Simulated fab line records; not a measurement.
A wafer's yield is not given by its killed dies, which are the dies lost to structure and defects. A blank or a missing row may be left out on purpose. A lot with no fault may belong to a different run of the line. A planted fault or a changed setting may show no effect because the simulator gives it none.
Problem report in the 8D (eight disciplines) form, filled by code -- flow berkeley-cmos170 -- the parts of the form that need people (team, actions taken, sign-off) are left out

## 1. WHAT IS WRONG
Wafers free of any fault read 1000.3 nm (standard deviation 1.4) for V2_POLISHED_THK at UCB170_V2_THK_MEAS_04, against a mean of 1337.9 nm on 9 wafers of 3 lots. That is +99 or more standard deviations from the usual mean.
Seen first at day 12 06:32 on film-metro-03, wafer L491.1. At this step, 45 wafers from 15 lots have a number in the record. Rule for "out" (also "out of limits"): further than 4 standard deviations from the usual mean. All remaining wafers that have a number are taken as sound.

## 2. WHAT THIS IS AND IS NOT
question,is,is not
which readings at this step,V2_POLISHED_THK,-
which lots,"L491, L493, L494","L480, L481, L482, L483, L485, L486, L487, L488, L489, L498, L501, L503"
which wafers of those lots,all that have a number,-
read on which gauges,"film-metro-02, film-metro-03",film-metro-04
when,from day 12 06:32,"up to then (27 sound wafers); but 9 sound wafers of L498, L501, L503 came after"

## 3. THE SUSPECTS, EACH WITH WHAT RULES IT OUT
Counting: a tool at a process step up to the reading stays a suspect if it ran every lot that is out and no sound lot after the first of them.
- the gauge at UCB170_V2_THK_MEAS_04 is ruled out. The wafers that are out were read on 2 gauges (film-metro-02, film-metro-03).
- cmp-02 at UCB170_V2_CMP_02 (polishes SiO2): kept. Every lot that is out went through it, starting with L491 (day 12 06:13), and after that it ran no sound lot; the last sound lot it ran before then is L489 (day 11 12:16).
After counting, what remains is cmp-02 at UCB170_V2_CMP_02.

## 4. THE CAUSE (what the simulator had put in)
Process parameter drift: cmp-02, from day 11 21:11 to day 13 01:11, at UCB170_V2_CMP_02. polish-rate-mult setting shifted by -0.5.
This tool alone remained once counting was done.

## 5. SEQUENCE OF EFFECTS, ordered by route
One row per reading whose mean, taken over the struck wafers that have a number, lies over 3 standard deviations from the usual. Only readings for which the record gives a usual standard deviation are gone through. hours: the time from each lot's start at the first step in this table that gives one to its start at this step, as a median over the lots. sigmas: the change in usual standard deviations.
hours,step,reading,usual,on struck wafers,change,sigmas
0,UCB170_V2_THK_MEAS_04,V2_POLISHED_THK,1000.3 nm,1337.9,+337.6,+99 or more
1,UCB170_V2_ETCH_14,oes-product-au,0.869 a.u.,0.993,+0.124,+13
8,UCB170_M3_PROBE_99,defect-limited-yield,98.7 %,1.3,-97.4,-99 or more
8,UCB170_M3_PROBE_99,killed_at_M0_to_M3,0.8,257.9,+257.1,+99 or more
8,UCB170_M3_PROBE_99,killed-dies,3.3,260.6,+257.3,+99 or more
8,UCB170_M3_PROBE_99,killed-on-rim,1.0,69.4,+68.4,+57
8,UCB170_M3_PROBE_99,sort_bin_5_function,0.7 %,98.0,+97.3,+99 or more
8,UCB170_M3_PROBE_99,sort-n-pass,260.7,3.4,-257.3,-99 or more
8,UCB170_M3_PROBE_99,sort-yield-pct,98.7 %,1.3,-97.4,-99 or more
Process steps it contains:
- UCB170_V2_ETCH_14: etches SiO2 in CHF3/CF4/Ar, stops on Al, target depth 1250 nm, time 291 s.
- UCB170_M3_PROBE_99

## 6. WHAT WOULD HAVE CAUGHT IT SOONER
Counted from the fault's start at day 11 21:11, it took 9 hours until the first out-of-limits reading at a measuring or inspecting step in this record, taken at day 12 06:32.
No tool reading at UCB170_V2_CMP_02 that has a usual standard deviation in the record was out on any struck wafer, so an alarm limit of 4 standard deviations on those readings would not have fired.
Among the 3 lots that are out, L493, L494 began UCB170_V2_CMP_02 on cmp-02 after day 12 06:32. A hold on the tool at that time would have spared those 2.
